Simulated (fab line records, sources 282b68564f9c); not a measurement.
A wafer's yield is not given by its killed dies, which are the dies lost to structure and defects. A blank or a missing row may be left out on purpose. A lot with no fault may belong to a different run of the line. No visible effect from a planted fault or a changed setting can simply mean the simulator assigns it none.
What tool caused it? ; flow ritCmos ; Sampling: 14 lots, 42 wafers, 2 of 202 route steps

## WHAT EACH GAUGE READ, for each wafer
The record lacks any reading of a measuring or inspecting step that a usual standard deviation could be used to judge.

## TOOL THAT RAN EACH LOT (tool first, then ch and the chambers of the sampled wafers, then the start)
lot;RIT_REOX_OXIDATION_03;RIT_M1_PROBE_99
L318;furnace-01 ch 0, day 2 16:07;-
L322;furnace-03 ch 0, day 3 13:41;-
L324;furnace-03 ch 0, day 4 04:31;-
L328;furnace-03 ch 0, day 4 20:29;-
L329;furnace-01 ch 0, day 5 02:50;-
L331;furnace-03 ch 0, day 5 13:52;prober-02, day 6 09:03
L332;furnace-03 ch 0, day 5 17:29;prober-01, day 6 12:25
L333;furnace-04 ch 0, day 5 22:13;-
L335;furnace-04 ch 0, day 6 04:37;prober-02, day 6 23:46
L336;furnace-01 ch 0, day 6 13:51;prober-01, day 7 09:14
L337;furnace-01 ch 0, day 6 18:44;-
L338;furnace-01 ch 0, day 6 21:32;-
L339;furnace-01 ch 0, day 7 02:29;-
L340;furnace-04 ch 0, day 7 08:55;-
- RIT_REOX_OXIDATION_03: target thk 25.2 nm, ox time 5580 s.
- RIT_M1_PROBE_99

## WHAT THE TOOLS THEMSELVES READ (means of the sampled wafers that have a number; where no wafer has one, the mark that the record gives instead)
RIT_M1_PROBE_99.
lot;tool;killedAtContacts;killedAtFrontEnd;killedDies;killedOnRim;killedOpen;killedShort
L331;prober-02;0.0;180;180;47.7;2.0;4.0
L332;prober-01;0.0;189;189;51.7;1.7;3.0
L335;prober-02;0.0;9;9;2.7;3.7;5.0
L336;prober-01;0.0;7;7;2.0;4.0;3.3

## THE ANSWER, worked out from the rows above alone
Rule: what is usual is taken from the lots themselves. Put in order of their means at a reading, lots are off if they are a third of the lots or fewer, leave a main group of 4 or more, and stand apart from it by a gap of 3 or more times the standard deviation of the main group's means; of several such gaps the widest counts. Not used: any main group whose means are identical at the precision the tables above print for the reading. Also off: a lot with no number at a reading for which 4 or more lots have one. Any other lot the step has rows for is counted as sound. First the gauges in route order, then the tools' own readings, where a lot's mean is used as printed above. At the first step where some lot is off, the reading lying furthest off is the one used; lots without a number count as furthest.
Across all readings shown, no lot is off: no conclusion can be drawn from this.

## WHAT HAD BEEN PUT IN BY THE SIMULATOR
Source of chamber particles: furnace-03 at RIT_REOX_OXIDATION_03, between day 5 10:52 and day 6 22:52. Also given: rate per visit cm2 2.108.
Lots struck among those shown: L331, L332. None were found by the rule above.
